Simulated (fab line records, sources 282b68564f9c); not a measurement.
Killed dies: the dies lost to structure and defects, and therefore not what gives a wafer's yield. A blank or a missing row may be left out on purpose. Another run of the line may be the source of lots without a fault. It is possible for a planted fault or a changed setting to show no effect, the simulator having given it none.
fab line records	flow ritCmos	part 1 of 2: steps 1 to 25 of 26
record lots=5	wafers=23
route steps=202 shown ACTIVE@4 FOX1@20 FOX2@23 NWELL@29 GATE@81 REOX@101 M1@202
startH: start of the lot's first displayed wafer, in hours after the record's first day	waitH: hours elapsed since this lot's preceding step	" as in the row above	L1.1+2: a row that stands for several wafers	- either no value or no given start	* or withheld: withheld	< > ~ a bound
route shown NAME@n: a module of which the file shows steps, and the number in the route of the first	usual: average and standard deviation across the fault-free wafers	same: alike in all rows	chamber/n: place in a boat	sites: each site's reading	_std_site: standard deviation of those values	_edge_site: the outer-site mean with the inner-site mean subtracted	radiusMm: how far each site lies from the wafer's centre	mask NAME#n: copy n	behind: the tool/chamber that last shaped the wafer	hold: what put the lot on hold/how long, in hours/how the hold closed	device: the transistor (n, p or np) that didn't switch	end of line: the tests these same wafers got at the end of their route	where a step has no rows: the recipe by itself	killed: dies that structure and defects cost at the first sort, which is not the same as the wafer's yield	map: dies across one wafer; x = killed, . = not, _ = none there
set.NAME: setting as actually run; set.NAME@STEP: the setting as run at that earlier step	model.NAME: the simulator's own value behind a step, which no gauge read
lots where settings were altered on purpose, with a table for each step and a row for each wafer
## steps
# step RIT_ACTIVE_CVD_03
# recipe material=Si3N4	targetThkNm=150	tempC=810	precursor=SiH2Cl2/NH3	timeS=1500	pressureMtorr=300	sih2cl2FlowSccm=60	nh3FlowSccm=150
lot.wafer	tool	chamber	startH	waitH	set.sih2cl2FlowSccm	model.Si3N4_of_ACTIVE_CVD_03.thkNm
L074.2	-	-	-	0.0	53.35	145.8
L074.3+4	"	-	"	"	53.35	145.5
L074.5	"	-	"	"	53.35	146.9
L074.6	"	-	"	"	53.35	146
L075.1	-	-	-	0.1	66.21	152.8
L075.2	"	-	"	"	66.21	152.1
L075.3	"	-	"	"	66.21	154.2
L075.4	"	-	"	"	66.21	152.9
L075.6	"	-	"	"	66.21	152.5
L076.3	lpcvd-02	1	23.89	0.0	60	148.4
L076.4	"	1	"	"	60	148.3
L076.5	"	1	"	"	60	149.7
L080.1	-	-	-	0.1	56.33	146.9
L080.2+6	"	-	"	"	56.33	147.4
L080.4	"	-	"	"	56.33	148.4
L080.5	"	-	"	"	56.33	145.9
L084.2	-	-	-	0.0	52.43	145.1
L084.3	"	-	"	"	52.43	145.5
L084.4	"	-	"	"	52.43	145.6
L084.5	"	-	"	"	52.43	146
L084.6	"	-	"	"	52.43	147.3
# step RIT_ACTIVE_THK_MEAS_04
# recipe reads=Si3N4_of_ACTIVE_CVD_03
# usual ACTIVE_NITRIDE_THK=150.4/1.4
lot.wafer	tool	chamber	startH	waitH	set.sih2cl2FlowSccm@ACTIVE_CVD_03	ACTIVE_NITRIDE_THK[nm]
L074.2	filmMetro-02	-	-	-	53.35	145.8
L074.3	"	-	"	"	53.35	145.5
L074.4	"	-	"	"	53.35	145.6
L074.5	"	-	"	"	53.35	147.0
L074.6	"	-	"	"	53.35	146.1
L075.1	filmMetro-02	-	-	-	66.21	152.8
L075.2	"	-	"	"	66.21	152.1
L075.3	"	-	"	"	66.21	154.3
L075.4	"	-	"	"	66.21	152.9
L075.6	"	-	"	"	66.21	152.6
L076.3	filmMetro-01	-	25.32	0.0	60	148.4
L076.4	"	-	"	"	60	148.4
L076.5	"	-	"	"	60	149.7
L080.1	filmMetro-02	-	-	-	56.33	147.0
L080.2	"	-	"	"	56.33	147.4
L080.4	"	-	"	"	56.33	148.4
L080.5	"	-	"	"	56.33	145.8
L080.6	"	-	"	"	56.33	147.4
L084.2	filmMetro-01	-	-	-	52.43	145.1
L084.3	"	-	"	"	52.43	145.5
L084.4	"	-	"	"	52.43	145.5
L084.5	"	-	"	"	52.43	146.0
L084.6	"	-	"	"	52.43	147.1
# step RIT_ACTIVE_COAT_06
# recipe resist=NOVOLAK	spinRpm=3250	resistThkNm=1000
lot.wafer	tool	chamber	startH	waitH	set.spinRpm	model.NOVOLAK_of_ACTIVE_COAT_06.thkNm
L074.2	lithoTrack-04	0	16.24	0.1	3250	1001
L074.3	"	0	"	"	3250	1002
L074.4	"	0	"	"	3333	987.8
L074.5	"	0	"	"	3333	989.4
L074.6	"	0	"	"	3333	987.6
L075.1	lithoTrack-02	0	21.19	0.1	3066	1032
L075.2+3	"	0	"	"	3250	1002
L075.4	"	0	"	"	3250	1003
L075.6	"	0	"	"	3066	1029
L076.3	lithoTrack-02	0	25.56	0.1	3250	1008
L076.4	"	0	"	"	3250	1006
L076.5	"	0	"	"	3250	1005
L080.1+5	lithoTrack-04	0	45.93	0.1	3250	1001
L080.2	"	0	"	"	3250	1003
L080.4	"	0	"	"	3250	1002
L080.6	"	0	"	"	3250	1005
L084.2	lithoTrack-03	0	64.94	0.1	3428	971.5
L084.3	"	0	"	"	3250	997
L084.4	"	0	"	"	3428	970.4
L084.5	"	0	"	"	3250	1000
L084.6	"	0	"	"	3428	972.6
# step RIT_ACTIVE_SOFTBAKE_07
# recipe resist=NOVOLAK	tempC=90	timeS=60
# step RIT_ACTIVE_EXPOSE_08
# recipe maskId=M1	na=0.6	sourceShape=conventional	sigmaOuter=0.6	targetCdNm=1400	doseMj=225
# step RIT_ACTIVE_DEVELOP_10
# recipe resist=NOVOLAK	developTimeS=50	devTempC=23
# step RIT_ACTIVE_HARDBAKE_12
# recipe resist=NOVOLAK	tempC=140	timeS=60
lot.wafer	tool	chamber	startH	waitH	set.spinRpm@ACTIVE_COAT_06	model.NOVOLAK_of_ACTIVE_COAT_06.thkNm
L074.2	lithoTrack-04	0	17.06	0.1	3250	884.7
L074.3	"	0	"	"	3250	885.7
L074.4	"	0	"	"	3333	873.1
L074.5	"	0	"	"	3333	874.5
L074.6	"	0	"	"	3333	873
L075.1	lithoTrack-03	0	22.01	0.1	3066	911.7
L075.2	"	0	"	"	3250	885.1
L075.3	"	0	"	"	3250	885.6
L075.4	"	0	"	"	3250	886
L075.6	"	0	"	"	3066	909.3
L076.3	lithoTrack-04	0	26.38	0.1	3250	890.6
L076.4	"	0	"	"	3250	888.6
L076.5	"	0	"	"	3250	887.8
L080.1+5	lithoTrack-04	0	46.75	0.1	3250	884.3
L080.2	"	0	"	"	3250	886.6
L080.4	"	0	"	"	3250	885.8
L080.6	"	0	"	"	3250	888.2
L084.2	lithoTrack-02	0	65.88	0.1	3428	858.8
L084.3	"	0	"	"	3250	881.2
L084.4	"	0	"	"	3428	857.8
L084.5	"	0	"	"	3250	883.7
L084.6	"	0	"	"	3428	859.8
# step RIT_ACTIVE_ETCH_13
# recipe stopOn=SiO2	chemistry=SF6	target=Si3N4	timeS=210	overEtchFrac=0.4	SF6_flow_sccm=200	pressureMtorr=260	rfW=125	targetDepthA=2100
lot.wafer	tool	chamber	startH	waitH	set.rfW	set.sih2cl2FlowSccm@ACTIVE_CVD_03	model.etch.depthNm
L074.2	rieDiel-03	1	17.19	0.1	125	53.35	145.8
L074.3	"	0	"	"	120.8	53.35	145.5
L074.4	"	3	"	"	125	53.35	145.5
L074.5	"	2	"	"	125	53.35	146.9
L074.6	"	1	"	"	120.8	53.35	146
L075.1+4+6	rieDiel-03	1,0,2	22.16	0.1	125	66.21	-
L075.2	"	2	"	"	125	66.21	152.1
L075.3	"	3	"	"	125	66.21	154.2
L076.3	rieDiel-02	1	26.48	0.1	125	60	148.4
L076.4	"	3	"	"	125	60	148.3
L076.5	"	1	"	"	125	60	149.7
L080.1+4	rieDiel-03	2,1	46.90	0.1	125	56.33	-
L080.2+6	"	3,2	"	"	117	56.33	147.4
L080.5	"	3	"	"	117	56.33	145.9
L084.2+6	rieDiel-02	0,3	66.01	0.1	125	52.43	-
L084.3	"	2	"	"	113.5	52.43	-
L084.4	"	1	"	"	113.5	52.43	145.6
L084.5	"	2	"	"	113.5	52.43	146
# step RIT_ACTIVE_STRIP_14
# recipe chemistry=O2	timeS=180	resist=NOVOLAK	platenTempC=withheld	powerW=500	pressureMtorr=4000	o2FlowSccm=4000
# step RIT_FOX1_OXIDATION_00
# recipe tempC=1100	ambient=H2O	targetThkA=3507	pH2oTorr=720	oxTimeS=1130
# step RIT_FOX1_WET_ETCH_02
# recipe chemistry=BOE	targetDepthNm=350	timeS=390	tempC=21.5	dry=n2Spin	dilution=10:1	target=SiO2
lot.wafer	tool	chamber	startH	waitH	set.sih2cl2FlowSccm@ACTIVE_CVD_03	model.Si3N4_of_ACTIVE_CVD_03.thkNm
L074.2	wetBench-03	1	22.15	0.0	53.35	133.5
L074.3+4	"	1	"	"	53.35	133.2
L074.5	"	1	"	"	53.35	134.7
L074.6	"	1	"	"	53.35	133.8
L075.1	wetBench-02	2	24.35	0.1	66.21	140.8
L075.2	"	2	"	"	66.21	140.1
L075.3	"	2	"	"	66.21	142.2
L075.4	"	2	"	"	66.21	140.9
L075.6	"	2	"	"	66.21	140.4
L076.3+4	wetBench-01	1	29.50	0.0	60	136.2
L076.5	"	1	"	"	60	137.5
L080.1	wetBench-03	2	49.25	0.1	56.33	134.7
L080.2+6	"	2	"	"	56.33	135.2
L080.4	"	2	"	"	56.33	136.2
L080.5	"	2	"	"	56.33	133.7
L084.2	wetBench-02	1	68.98	0.0	52.43	133
L084.3	"	1	"	"	52.43	133.3
L084.4	"	1	"	"	52.43	133.4
L084.5	"	1	"	"	52.43	133.8
L084.6	"	1	"	"	52.43	135.1
# step RIT_FOX2_OXIDATION_00
# recipe tempC=1100	ambient=H2O	targetThkA=3507	pH2oTorr=720	oxTimeS=1130
lot.wafer	tool	chamber	startH	waitH	set.tempC	set.sih2cl2FlowSccm@ACTIVE_CVD_03	model.SiO2_of_FOX2_OXIDATION_00.thkNm	model.Si3N4_of_ACTIVE_CVD_03.thkNm
L074.2	-	-	-	0.0	1100	53.35	355.7	126.9
L074.3	"	-	"	"	1100	53.35	357.2	126.6
L074.4	"	-	"	"	1100	53.35	360	126.6
L074.5	"	-	"	"	1100	53.35	360.8	128.1
L074.6	"	-	"	"	1100	53.35	356.5	127.2
L075.1	-	-	-	0.0	1122	66.21	382.5	133.6
L075.2	"	-	"	"	1122	66.21	387.8	132.8
L075.3	"	-	"	"	1122	66.21	379.9	134.9
L075.4	"	-	"	"	1122	66.21	386.4	133.6
L075.6	"	-	"	"	1122	66.21	386.5	133.2
L076.3	furnace-04	0	29.85	0.2	1100	60	333	129.6
L076.4	"	0	"	"	1100	60	344	129.6
L076.5	"	0	"	"	1100	60	336.3	130.9
L080.1	-	-	-	0.8	1100	56.33	358.5	128.1
L080.2	"	-	"	"	1100	56.33	356.1	128.6
L080.4	"	-	"	"	1100	56.33	357.6	129.6
L080.5	"	-	"	"	1100	56.33	349.5	127.1
L080.6	"	-	"	"	1100	56.33	352.4	128.6
L084.2	-	-	-	0.0	1118	52.43	379.9	125.8
L084.3	"	-	"	"	1118	52.43	372.9	126.2
L084.4	"	-	"	"	1118	52.43	375.2	126.3
L084.5	"	-	"	"	1118	52.43	369.4	126.6
L084.6	"	-	"	"	1118	52.43	372.6	127.9
# step RIT_NWELL_COAT_01
# recipe resist=NOVOLAK	spinRpm=2000	resistThkNm=1300
lot.wafer	tool	chamber	startH	waitH	set.spinRpm	model.NOVOLAK_of_NWELL_COAT_01.thkNm
L074.2	lithoTrack-03	0	24.84	0.1	2000	1296
L074.3	"	0	"	"	2000	1297
L074.4+5	"	0	"	"	2000	1300
L074.6	"	0	"	"	2000	1299
L075.1	lithoTrack-04	0	27.00	0.1	2148	1258
L075.2	"	0	"	"	2148	1259
L075.3+6	"	0	"	"	2000	1303
L075.4	"	0	"	"	2000	1298
L076.3	lithoTrack-04	0	32.30	0.1	2000	1305
L076.4	"	0	"	"	2000	1303
L076.5	"	0	"	"	2000	1304
L080.1	lithoTrack-03	0	52.56	0.1	2000	1303
L080.2	"	0	"	"	1858	1350
L080.4	"	0	"	"	2000	1301
L080.5	"	0	"	"	1858	1352
L080.6	"	0	"	"	2000	1300
L084.2	lithoTrack-01	0	71.75	0.1	2000	1303
L084.3	"	0	"	"	2000	1304
L084.4	"	0	"	"	2000	1301
L084.5	"	0	"	"	2148	1255
L084.6	"	0	"	"	2148	1254
# step RIT_NWELL_SOFTBAKE_02
# recipe resist=NOVOLAK	tempC=90	timeS=60
# step RIT_NWELL_EXPOSE_03
# recipe maskId=M2	na=0.57	targetCdNm=43900	doseMj=250
# step RIT_NWELL_DEVELOP_05
# recipe resist=NOVOLAK	developTimeS=68	devTempC=23
# step RIT_NWELL_HARDBAKE_07
# recipe resist=NOVOLAK	tempC=140	timeS=120
lot.wafer	tool	chamber	startH	waitH	set.spinRpm@NWELL_COAT_01	model.NOVOLAK_of_NWELL_COAT_01.thkNm
L074.2	lithoTrack-04	0	25.75	0.1	2000	1133
L074.3	"	0	"	"	2000	1134
L074.4+5	"	0	"	"	2000	1137
L074.6	"	0	"	"	2000	1136
L075.1	lithoTrack-03	0	27.77	0.0	2148	1101
L075.2	"	0	"	"	2148	1102
L075.3+6	"	0	"	"	2000	1139
L075.4	"	0	"	"	2000	1135
L076.3	lithoTrack-01	0	33.22	0.1	2000	1141
L076.4	"	0	"	"	2000	1139
L076.5	"	0	"	"	2000	1140
L080.1	lithoTrack-04	0	53.32	0.0	2000	1139
L080.2	"	0	"	"	1858	1180
L080.4	"	0	"	"	2000	1138
L080.5	"	0	"	"	1858	1182
L080.6	"	0	"	"	2000	1137
L084.2	lithoTrack-03	0	72.65	0.1	2000	1139
L084.3	"	0	"	"	2000	1141
L084.4	"	0	"	"	2000	1138
L084.5+6	"	0	"	"	2148	1098
# step RIT_GATE_OXIDATION_05
# recipe tempC=900	ambient=O2	targetThkA=30	oxTimeS=270
lot.wafer	tool	chamber	startH	waitH	set.oxTimeS	model.SiO2_of_GATE_OXIDATION_05.thkNm
L074.2	-	-	-	3.4	234.4	2.655
L074.3	"	-	"	"	234.4	2.657
L074.4	"	-	"	"	234.4	2.659
L074.5	"	-	"	"	234.4	2.672
L074.6	"	-	"	"	234.4	2.656
L075.1	-	-	-	1.9	284.2	3.115
L075.2	"	-	"	"	284.2	3.092
L075.3	"	-	"	"	284.2	3.133
L075.4	"	-	"	"	284.2	3.089
L075.6	"	-	"	"	284.2	3.111
L076.3	furnace-04	0	49.08	0.1	270	3.121
L076.4	"	0	"	"	270	3.101
L076.5	"	0	"	"	270	3.104
L080.1	-	-	-	0.9	240.3	2.777
L080.2	"	-	"	"	240.3	2.763
L080.4	"	-	"	"	240.3	2.745
L080.5	"	-	"	"	240.3	2.793
L080.6	"	-	"	"	240.3	2.784
L084.2	-	-	-	0.9	255.1	2.893
L084.3	"	-	"	"	255.1	2.853
L084.4	"	-	"	"	255.1	2.9
L084.5	"	-	"	"	255.1	2.918
L084.6	"	-	"	"	255.1	2.887
# step RIT_GATE_ANNEAL_06
# recipe tempC=900	timeS=600	ambient=N2O
# step RIT_GATE_THK_MEAS_07
# recipe reads=SiO2_of_GATE_OXIDATION_05
# usual GATE_OXIDE_THK=3.02/0.062
lot.wafer	tool	chamber	startH	waitH	set.oxTimeS@GATE_OXIDATION_05	GATE_OXIDE_THK[nm]
L075.1	filmMetro-04	-	45.22	0.0	284.2	3.11
L075.2	"	-	"	"	284.2	3.09
L075.3	"	-	"	"	284.2	3.09
L075.4	"	-	"	"	284.2	3.04
L075.6	"	-	"	"	284.2	3.14
L074.2	filmMetro-02	-	45.23	0.0	234.4	2.63
L074.3	"	-	"	"	234.4	2.64
L074.4	"	-	"	"	234.4	2.62
L074.5	"	-	"	"	234.4	2.63
L074.6	"	-	"	"	234.4	2.71
L076.3	filmMetro-04	-	52.01	0.0	270	3.14
L076.4	"	-	"	"	270	3.11
L076.5	"	-	"	"	270	3.06
L080.1	filmMetro-03	-	67.94	0.0	240.3	2.81
L080.2	"	-	"	"	240.3	2.78
L080.4	"	-	"	"	240.3	2.73
L080.5	"	-	"	"	240.3	2.77
L080.6	"	-	"	"	240.3	2.76
L084.2	filmMetro-04	-	85.92	0.0	255.1	2.85
L084.3	"	-	"	"	255.1	2.87
L084.4	"	-	"	"	255.1	2.85
L084.5	"	-	"	"	255.1	2.92
L084.6	"	-	"	"	255.1	2.84
# step RIT_GATE_CVD_08
# recipe material=poly-Si	targetThkNm=250	tempC=610	precursor=SiH4	timeS=2220	pressureMtorr=300	sih4FlowSccm=100
lot.wafer	tool	chamber	startH	waitH	set.pressureMtorr	model.poly-Si_of_GATE_CVD_08.thkNm
L074.2+5	-	-	-	0.0	325.9	259.8
L074.3	"	-	"	"	325.9	259.6
L074.4	"	-	"	"	325.9	259.4
L074.6	"	-	"	"	325.9	259.7
L075.1	-	-	-	0.1	321.7	257.2
L075.2	"	-	"	"	321.7	258.9
L075.3	"	-	"	"	321.7	258.8
L075.4	"	-	"	"	321.7	260.1
L075.6	"	-	"	"	321.7	260.3
L076.3	lpcvd-02	1	52.05	0.0	300	249.6
L076.4	"	1	"	"	300	247.5
L076.5	"	1	"	"	300	248.9
L080.1	-	-	-	1.0	263.2	238.3
L080.2	"	-	"	"	263.2	239.1
L080.4	"	-	"	"	263.2	239
L080.5	"	-	"	"	263.2	241
L080.6	"	-	"	"	263.2	242.2
L084.2	-	-	-	0.0	300	249
L084.3	"	-	"	"	300	245.8
L084.4	"	-	"	"	300	246.6
L084.5	"	-	"	"	300	246.9
L084.6	"	-	"	"	300	245.4
# step RIT_GATE_THK_MEAS_09
# recipe reads=poly-Si_of_GATE_CVD_08
# usual GATE_POLY_THK=251.0/2.8
lot.wafer	tool	chamber	startH	waitH	set.pressureMtorr@GATE_CVD_08	GATE_POLY_THK[nm]
L075.1	filmMetro-04	-	-	-	321.7	257.1
L075.2	"	-	"	"	321.7	259.0
L075.3	"	-	"	"	321.7	258.7
L075.4	"	-	"	"	321.7	260.1
L075.6	"	-	"	"	321.7	260.2
L074.2	filmMetro-02	-	-	-	325.9	259.8
L074.3	"	-	"	"	325.9	259.4
L074.4	"	-	"	"	325.9	259.0
L074.5	"	-	"	"	325.9	260.0
L074.6	"	-	"	"	325.9	259.7
L076.3	filmMetro-03	-	53.69	0.0	300	249.6
L076.4	"	-	"	"	300	247.4
L076.5	"	-	"	"	300	248.9
L080.1	filmMetro-02	-	-	-	263.2	238.1
L080.2	"	-	"	"	263.2	239.3
L080.4	"	-	"	"	263.2	239.1
L080.5	"	-	"	"	263.2	241.1
L080.6	"	-	"	"	263.2	242.0
L084.2	filmMetro-02	-	-	-	300	248.9
L084.3	"	-	"	"	300	245.9
L084.4	"	-	"	"	300	246.7
L084.5	"	-	"	"	300	246.9
L084.6	"	-	"	"	300	245.5
# step RIT_GATE_DEVELOP_15
# recipe resist=NOVOLAK	developTimeS=50	devTempC=23
lot.wafer	tool	chamber	startH	waitH	set.devTempC
L075.1+2+3	lithoTrack-04	0	-	-	26.26
L075.4+6	"	0	"	"	23
L074.2+5+6	lithoTrack-01	0	-	-	19.61
L074.3+4	"	0	"	"	23
L076.3+4+5	lithoTrack-04	0	-	-	23
L080.1+2+4+5+6	lithoTrack-01	0	-	-	23
L084.2+3+4+5+6	lithoTrack-01	0	-	-	23
# step RIT_REOX_OXIDATION_03
# recipe tempC=900	ambient=O2	targetThkA=252	oxTimeS=5580
lot.wafer	tool	chamber	startH	waitH	set.tempC	set.pressureMtorr@GATE_CVD_08	model.SiO2_of_REOX_OXIDATION_03.thkNm	model.poly-Si_of_GATE_CVD_08.thkNm
L075.1	-	-	-	0.0	900	321.7	25.58	240.2
L075.2	"	-	"	"	900	321.7	25.44	241.9
L075.3	"	-	"	"	900	321.7	25.58	241.9
L075.4	"	-	"	"	900	321.7	25.35	243.1
L075.6	"	-	"	"	900	321.7	25.66	243.3
L074.2	-	-	-	0.1	921.3	325.9	30.64	239.8
L074.3	"	-	"	"	921.3	325.9	30.92	239.5
L074.4	"	-	"	"	921.3	325.9	31.14	239.3
L074.5	"	-	"	"	921.3	325.9	30.88	239.7
L074.6	"	-	"	"	921.3	325.9	31.15	239.6
L076.3	furnace-01	0	57.88	2.1	900	300	25.91	232.5
L076.4	"	0	"	"	900	300	25.39	230.4
L076.5	"	0	"	"	900	300	25.58	231.8
L080.1	-	-	-	0.2	926.9	263.2	32.99	217.4
L080.2	"	-	"	"	926.9	263.2	33.15	218.2
L080.4	"	-	"	"	926.9	263.2	33.16	218.1
L080.5	"	-	"	"	926.9	263.2	32.64	220.1
L080.6	"	-	"	"	926.9	263.2	32.87	221.3
L084.2	-	-	-	0.2	887.6	300	22.55	233.4
L084.3	"	-	"	"	887.6	300	22.23	230.2
L084.4	"	-	"	"	887.6	300	22.9	231.1
L084.5	"	-	"	"	887.6	300	22.33	231.3
L084.6	"	-	"	"	887.6	300	22.24	229.8
# step RIT_REOX_THK_MEAS_04
# recipe reads=SiO2_of_REOX_OXIDATION_03
# usual REOX_OXIDE_THK=25.2/0.39
lot.wafer	tool	chamber	startH	waitH	set.tempC@REOX_OXIDATION_03	REOX_OXIDE_THK[nm]
L075.1	filmMetro-04	-	-	-	900	25.5
L075.2	"	-	"	"	900	25.4
L075.3	"	-	"	"	900	25.6
L075.4	"	-	"	"	900	25.4
L075.6	"	-	"	"	900	25.6
L074.2	filmMetro-01	-	-	-	921.3	30.6
L074.3	"	-	"	"	921.3	31.0
L074.4	"	-	"	"	921.3	31.2
L074.5	"	-	"	"	921.3	30.9
L074.6	"	-	"	"	921.3	31.2
L076.3	filmMetro-03	-	60.45	0.0	900	25.9
L076.4	"	-	"	"	900	25.4
L076.5	"	-	"	"	900	25.6
L080.1	filmMetro-01	-	-	-	926.9	33.0
L080.2	"	-	"	"	926.9	33.1
L080.4	"	-	"	"	926.9	33.1
L080.5	"	-	"	"	926.9	32.6
L080.6	"	-	"	"	926.9	32.9
L084.2	filmMetro-03	-	-	-	887.6	22.6
L084.3	"	-	"	"	887.6	22.2
L084.4	"	-	"	"	887.6	22.9
L084.5	"	-	"	"	887.6	22.3
L084.6	"	-	"	"	887.6	22.2
## key
split step=RIT_ACTIVE_CVD_03	setting=sih2cl2FlowSccm	stated=60	by=lot
response step=RIT_ACTIVE_CVD_03	reading=model.Si3N4_of_ACTIVE_CVD_03.thkNm	change=+0.31	per=1%	r=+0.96
response step=RIT_ACTIVE_THK_MEAS_04	reading=ACTIVE_NITRIDE_THK	change=+0.312	per=1%	r=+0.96
response step=RIT_ACTIVE_ETCH_13	reading=model.etch.depthNm	change=+0.316	per=1%	r=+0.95
response step=RIT_FOX1_WET_ETCH_02	reading=model.Si3N4_of_ACTIVE_CVD_03.thkNm	change=+0.319	per=1%	r=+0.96
response step=RIT_FOX2_OXIDATION_00	reading=model.Si3N4_of_ACTIVE_CVD_03.thkNm	change=+0.304	per=1%	r=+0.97
split step=RIT_ACTIVE_COAT_06	setting=spinRpm	stated=3250	by=wafer
response step=RIT_ACTIVE_COAT_06	reading=model.NOVOLAK_of_ACTIVE_COAT_06.thkNm	change=-5	per=1%	r=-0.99
response step=RIT_ACTIVE_HARDBAKE_12	reading=model.NOVOLAK_of_ACTIVE_COAT_06.thkNm	change=-4.38	per=1%	r=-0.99
split step=RIT_ACTIVE_ETCH_13	setting=rfW	stated=125	by=wafer
response none clear
split step=RIT_FOX2_OXIDATION_00	setting=tempC	stated=1100	by=lot
response step=RIT_FOX2_OXIDATION_00	reading=model.SiO2_of_FOX2_OXIDATION_00.thkNm	change=+15.2	per=1%	r=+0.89
split step=RIT_NWELL_COAT_01	setting=spinRpm	stated=2000	by=wafer
response step=RIT_NWELL_COAT_01	reading=model.NOVOLAK_of_NWELL_COAT_01.thkNm	change=-6.4	per=1%	r=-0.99
response step=RIT_NWELL_HARDBAKE_07	reading=model.NOVOLAK_of_NWELL_COAT_01.thkNm	change=-5.51	per=1%	r=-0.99
split step=RIT_GATE_OXIDATION_05	setting=oxTimeS	stated=270	by=lot
response step=RIT_GATE_OXIDATION_05	reading=model.SiO2_of_GATE_OXIDATION_05.thkNm	change=+0.0246	per=1%	r=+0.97
response step=RIT_GATE_THK_MEAS_07	reading=GATE_OXIDE_THK	change=+0.0244	per=1%	r=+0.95
split step=RIT_GATE_CVD_08	setting=pressureMtorr	stated=300	by=lot
response step=RIT_GATE_CVD_08	reading=model.poly-Si_of_GATE_CVD_08.thkNm	change=+0.98	per=1%	r=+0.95
response step=RIT_GATE_THK_MEAS_09	reading=GATE_POLY_THK	change=+0.978	per=1%	r=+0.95
response step=RIT_REOX_OXIDATION_03	reading=model.poly-Si_of_GATE_CVD_08.thkNm	change=+1.07	per=1%	r=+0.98
split step=RIT_GATE_DEVELOP_15	setting=devTempC	stated=23	by=wafer
response step=RIT_M1_PROBE_99	reading=model.etest.pmos_0p15.rOnOhmUm	change=+36.4	per=1%	r=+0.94
response step=RIT_M1_PROBE_99	reading=model.etest.pmos_0p3.rOnOhmUm	change=+36.1	per=1%	r=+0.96
response step=RIT_M1_PROBE_99	reading=model.etest.nmos_0p15.rOnOhmUm	change=+12.8	per=1%	r=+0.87
split step=RIT_REOX_OXIDATION_03	setting=tempC	stated=900	by=lot
response step=RIT_REOX_OXIDATION_03	reading=model.SiO2_of_REOX_OXIDATION_03.thkNm	change=+2.37	per=1%	r=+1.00
response step=RIT_REOX_THK_MEAS_04	reading=REOX_OXIDE_THK	change=+2.37	per=1%	r=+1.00
response step=RIT_M1_PROBE_99	reading=model.etest.pldd.rsOhmSq	change=+197	per=1%	r=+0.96
response step=RIT_M1_PROBE_99	reading=model.etest.pldd.lineOhmUm	change=+61.7	per=1%	r=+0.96
response step=RIT_M1_PROBE_99	reading=model.etest.nldd.rsOhmSq	change=+56.4	per=1%	r=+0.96
response step=RIT_M1_PROBE_99	reading=model.etest.nmosTurned.driveUaUm	change=-49.1	per=1%	r=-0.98
